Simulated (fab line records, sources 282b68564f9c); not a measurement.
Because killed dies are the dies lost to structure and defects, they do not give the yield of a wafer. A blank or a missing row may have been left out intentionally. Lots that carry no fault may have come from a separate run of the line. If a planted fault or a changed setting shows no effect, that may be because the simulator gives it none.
Comparing a struck lot with a sound one ; flow rit_cmos ; 22 out of 202 route steps
Sound: the wafers L810.2, L810.3, L810.6. The struck wafers were L805.1, L805.5, L805.6. The cause comes at the end.
Per side, at each step with rows, come the tool, then ch with its chambers, and then its first start. Under that, the readings that differ: sound wafers ; struck wafers ; difference of the means ; sigmas: that difference in standard deviations of wafers without a fault.
alike: a reading whose means differ by less than 2 such deviations, as well as words and numbers matching on both sides. not compared: withheld readings; readings where some wafer has no value; bounds like >300 that might hide an equal value; numbers whose values overlap and for which the record gives no deviation.
Wherever a step has rows on one side only, a row that says differs or no value, or a row with sigmas, the two part there. Numbers that don't overlap but have no deviation are shown without sigmas and don't part them. A reading that every wafer of one side lacks parts them only if that side has two wafers or more.

first, 2 steps without rows for these wafers: RIT_NSD_HARDBAKE_07 (time 60 s); RIT_NSD_IMPLANT_08.
RIT_NSD_STRIP_09: strips in O2, time 180 s.
  sound on plasma_asher-03 ch 0,1, day 6 14:06; struck on plasma_asher-01 ch 0,1, day 5 07:49
  alike: drypump_motor_current_A
  not compared: rf_hours_counter_h
RIT_NSD_TW_MEAS_10:
  sound: film_metro-04 at day 6 14:17; struck: film_metro-04 at day 5 07:59
  alike: NSD_TW
then, 6 steps without rows for these wafers: RIT_PSD_HMDS_00 (prime time 60 s); RIT_PSD_COAT_01 (resist thk 1000 nm); RIT_PSD_SOFTBAKE_02 (time 60 s); RIT_PSD_EXPOSE_03 (exposes mask M10, target cd 40900 nm); RIT_PSD_PEB_04; RIT_PSD_DEVELOP_05 (develop time 50 s).
RIT_PSD_OVL_MEAS_06:
  sound: overlay-01 at day 6 15:20; struck: overlay-02 at day 5 08:58
  alike: PSD_OVL
then, 1 step without rows for these wafers: RIT_PSD_HARDBAKE_07 (time 60 s).
RIT_PSD_IMPLANT_08:
  sound on implanter-02 ch 0, day 6 15:32; struck on implanter-03 ch 0, day 5 09:10
reading;sound;struck;difference;sigmas
dose_ions_cm2;5.003e+15 4.997e+15 5.006e+15;9.89e+14 9.93e+14 1.001e+15;-4.01e+15;-99 or more
end_station_pressure_torr (Torr);1.26e-05 1.23e-05 1.22e-05;7.2e-06 7.8e-06 7.6e-06;-4.8e-06;-4
faraday_current_uA;10043 10036 9998;3238 3189 3098;-6851;-7
  alike: tilt_deg
RIT_PSD_STRIP_09: strips in O2, time 180 s.
  sound on plasma_asher-01 ch 1, day 6 15:40; struck on plasma_asher-04 ch 0,1, day 5 09:19
  alike: drypump_motor_current_A
  not compared: rf_hours_counter_h
RIT_PSD_TW_MEAS_10:
  sound: film_metro-01 at day 6 15:51; struck: film_metro-04 at day 5 09:29
reading;sound;struck;difference;sigmas
PSD_TW;3430 3431 3446;2634 2627 2643;-801;-30
then, 3 steps without rows for these wafers: RIT_SDANNEAL_CLEAN_00 (cleans in SC1, time 600 s); RIT_SDANNEAL_CLEAN_01 (cleans in dHF, time 30 s); RIT_SDANNEAL_CLEAN_02 (cleans in SC2, time 600 s).
RIT_SDANNEAL_RTA_03: time 5 s.
  sound on rtp_anneal-01 ch 0, day 6 16:17; struck on rtp_anneal-02 ch 0, day 5 09:55
  alike: chamber_o2_ppm, wafer_temp_C_max
RIT_SDANNEAL_RS_MEAS_04: a four-point-probe measurement.
  sound: film_metro-01 at day 6 16:21; struck: film_metro-02 at day 5 09:58
reading;sound;struck;difference;sigmas
PSD_RS (ohm/sq);115.6 115.5 115.7;151.1 151.2 150.5;+35.3;+99 or more
RIT_SDANNEAL_RS_MEAS_05: a four-point-probe measurement.
  sound: film_metro-01 at day 6 16:28; struck: film_metro-02 at day 5 10:05
  alike: NSD_RS
RIT_M1_PROBE_99:
  the record holds rows for the sound wafers here (prober-02, day 7 01:34) but none for the struck ones

WHERE THEY PART
Last at RIT_M1_PROBE_99 as far as this record goes, first at RIT_PSD_IMPLANT_08.

WHY: the cause the simulator had injected
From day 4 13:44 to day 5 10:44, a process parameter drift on implanter-03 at RIT_PSD_IMPLANT_08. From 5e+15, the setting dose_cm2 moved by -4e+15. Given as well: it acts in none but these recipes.
